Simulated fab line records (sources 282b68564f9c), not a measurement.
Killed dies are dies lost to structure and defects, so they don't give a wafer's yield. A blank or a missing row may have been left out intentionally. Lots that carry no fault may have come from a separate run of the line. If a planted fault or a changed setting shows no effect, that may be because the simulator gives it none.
fab line records + flow rit_cmos
record:
- lots: 14
- wafers: 42
- last_day: 8
route steps=202 shown PSD@147 M1@202
lots with no fault: from the same line, run without faults
start_h: hours from the record's first day to the start of the lot's first wafer shown + wait_h: hours elapsed since this lot's preceding step + " identical to the entry in the row above + L1.1+2: a single row standing in for several wafers + - either no value or no given start + * or withheld: withheld + < > ~ a bound
route shown NAME@n: a module of which the file shows steps, and the number in the route of the first + usual: mean/standard deviation taken from wafers without a fault + same: alike in all rows + chamber/n: place in a boat + sites: per-site readings + _std_site: standard deviation of those values + _edge_site: inner sites' mean taken away from outer sites' mean + radius_mm: for every site, how far away it sits from the centre of the wafer + mask NAME#n: copy n + behind: the most recent tool/chamber to have shaped the wafer + hold: why the lot went on hold/how many hours it stayed there/how the hold came to an end + device: the transistor (n, p or np) that didn't switch + end of line: the same wafers' tests at the end of the route + a step with no rows: only its recipe + killed: at the first sort, the dies lost to defects and structure; wafer yield is something else + map: shows each die of a wafer: x if killed, . if not, _ if none is there
set.NAME: the setting that was run; set.NAME@STEP: the one run at that earlier step + model.NAME: the simulator's own value behind a step, which no gauge read
one table for each step of the route and one row for each wafer, over a sample of lots
== steps ==
step: RIT_PSD_DEVELOP_05
recipe:
- resist: NOVOLAK
- develop_time_s: 50
- dev_temp_c: 23
usual:
- developer_temp_C: 22.99/0.11
- resist_line_temp_C: 22.97/0.097
| lot.wafer | tool           | chamber | start_h | wait_h | developer_temp_C | resist_line_temp_C |
|-----------|----------------|---------|---------|--------|------------------|--------------------|
| L633.3    | litho_track-04 | 0       | 59      | -      | 23.27            | 22.86              |
| L633.5    | "              | 0       | "       | "      | 23.12            | 22.96              |
| L633.6    | "              | 0       | "       | "      | 23.03            | 22.94              |
| L634.1    | litho_track-01 | 0       | 65      | -      | 23.03            | 22.93              |
| L634.3    | "              | 0       | "       | "      | 23.03            | 22.94              |
| L634.6    | "              | 0       | "       | "      | 23.01            | 22.89              |
| L635.1    | litho_track-01 | 0       | 68      | -      | 23.07            | 22.83              |
| L635.2    | "              | 0       | 69      | -      | 22.88            | 22.90              |
| L635.5    | "              | 0       | "       | "      | 23.00            | 22.92              |
| L637.2    | litho_track-01 | 0       | 78      | -      | 20.73            | 22.85              |
| L637.5    | "              | 0       | "       | "      | 20.62            | 22.94              |
| L637.6    | "              | 0       | "       | "      | 20.41            | 23.07              |
| L639.1    | litho_track-01 | 0       | 97      | -      | 20.71            | 22.91              |
| L639.2    | "              | 0       | "       | "      | 20.77            | 22.93              |
| L639.6    | "              | 0       | "       | "      | 20.68            | 22.91              |
| L646.1    | litho_track-03 | 0       | 142     | -      | 22.91            | 22.82              |
| L646.3    | "              | 0       | "       | "      | 22.81            | 22.98              |
| L646.6    | "              | 0       | "       | "      | 23.02            | 22.97              |
| L649.1    | litho_track-01 | 0       | 157     | -      | 22.94            | 22.93              |
| L649.3    | "              | 0       | "       | "      | 22.96            | 22.91              |
| L649.6    | "              | 0       | "       | "      | 22.91            | 23.11              |
| L650.2    | litho_track-04 | 0       | 157     | -      | 23.01            | 23.20              |
| L650.3    | "              | 0       | "       | "      | 23.05            | 23.07              |
| L650.5    | "              | 0       | "       | "      | 23.01            | 23.04              |
| L651.1    | litho_track-03 | 0       | 157     | -      | 23.16            | 23.05              |
| L651.4    | "              | 0       | "       | "      | 23.15            | 22.84              |
| L651.6    | "              | 0       | "       | "      | 23.00            | 23.00              |
| L653.1    | litho_track-01 | 0       | 165     | -      | 22.85            | 23.08              |
| L653.5    | "              | 0       | "       | "      | 22.79            | 23.07              |
| L653.6    | "              | 0       | "       | "      | 22.91            | 23.01              |
| L652.2    | litho_track-03 | 0       | 168     | -      | 22.92            | 23.01              |
| L652.4    | "              | 0       | "       | "      | 22.92            | 23.02              |
| L652.5    | "              | 0       | "       | "      | 22.90            | 23.21              |
| L654.2    | litho_track-04 | 0       | 168     | -      | 22.68            | 23.06              |
| L654.3    | "              | 0       | "       | "      | 22.78            | 23.10              |
| L654.4    | "              | 0       | "       | "      | 22.79            | 22.89              |
| L655.1    | litho_track-03 | 0       | 170     | -      | 23.17            | 22.87              |
| L655.2    | "              | 0       | "       | "      | 23.24            | 23.01              |
| L655.3    | "              | 0       | "       | "      | 23.12            | 22.96              |
| L656.3    | litho_track-01 | 0       | 173     | -      | 23.07            | 23.01              |
| L656.4    | "              | 0       | "       | "      | 22.98            | 22.98              |
| L656.6    | "              | 0       | "       | "      | 22.86            | 22.99              |
step: RIT_M1_PROBE_99
usual:
- killed_at_contacts: 0.1/0.28
- killed_at_front_end: 7.1/2.8
- killed_dies: 7.1/2.9
- killed_open: 3.4/2
- killed_short: 3.6/2.1
same:
- gross_dies: 264
- killed_at_M0_to_M3: 0
- killed_at_M4_up: 0
- killed_at_back_side: 0
- killed_at_other: 0
| lot.wafer | tool      | chamber | start_h | wait_h | killed_at_contacts | killed_at_front_end | killed_dies | killed_open | killed_short |
|-----------|-----------|---------|---------|--------|--------------------|---------------------|-------------|-------------|--------------|
| L649.1    | prober-02 | -       | 166.60  | 0.1    | 0                  | 4                   | 4           | 4           | 0            |
| L649.3    | prober-02 | -       | 166.70  | 0.2    | 0                  | 6                   | 6           | 2           | 4            |
| L649.6    | prober-02 | -       | 166.85  | 0.2    | 0                  | 4                   | 4           | 2           | 2            |
| L651.1    | prober-01 | -       | 168.10  | 0.1    | 0                  | 4                   | 4           | 3           | 1            |
| L651.4    | prober-01 | -       | 168.25  | 0.2    | 0                  | 7                   | 7           | 3           | 4            |
| L651.6    | prober-01 | -       | 168.35  | 0.2    | 0                  | 6                   | 6           | 2           | 4            |
killed by level:class
L649.1 FOX1:geometric_particle:open=2 GATE:geometric_particle:open=1 REOX:geometric_particle:open=1
L649.3 SILICIDE:geometric_particle:short=2 GATE:geometric_particle:open=1 GATE:geometric_particle:short=1 REOX:geometric_particle:short=1 SILICIDE:geometric_particle:open=1
L649.6 SILICIDE:geometric_particle:open=2 FOX1:geometric_particle:short=1 GATE:geometric_particle:short=1
L651.1 FOX1:geometric_particle:open=1 FOX2:geometric_particle:open=1 GATE:geometric_particle:short=1 GATE:geometric_particle:open=1
L651.4 GATE:geometric_particle:short=3 GATE:geometric_particle:open=2 SPACER:geometric_particle:short=1 SPACER:geometric_particle:open=1
L651.6 SILICIDE:geometric_particle:short=2 FOX1:geometric_particle:short=1 FOX2:geometric_particle:short=1 GATE:geometric_particle:open=1 REOX:geometric_particle:open=1
== key ==
first_sign:
- step: RIT_PSD_DEVELOP_05
- reading: developer_temp_C
- direction: down
- sigmas: 21
- usual: *
- struck: *
effect none on later readings
met_at RIT_PSD_DEVELOP_05
struck_lots L637,L639
tester_left_out L637,L639
onset_between 68 78
fault:
- kind: process_parameter_drift
- tool: litho_track-01
- chamber: -
- onset_h: 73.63
- steps: RIT_PSD_DEVELOP_05
- channel: dev_temp_c
- offset: *
- shape: step
- end_h: 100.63
- acts_in: *
- stated: *
tester_left_out: of these lots the tester's yield and bins aren't shown, on N5 and GAA mostly nor the transistor test; their killed dies are dies lost to structure and defects alone, not to doping, threshold or leakage, so they don't give the yield
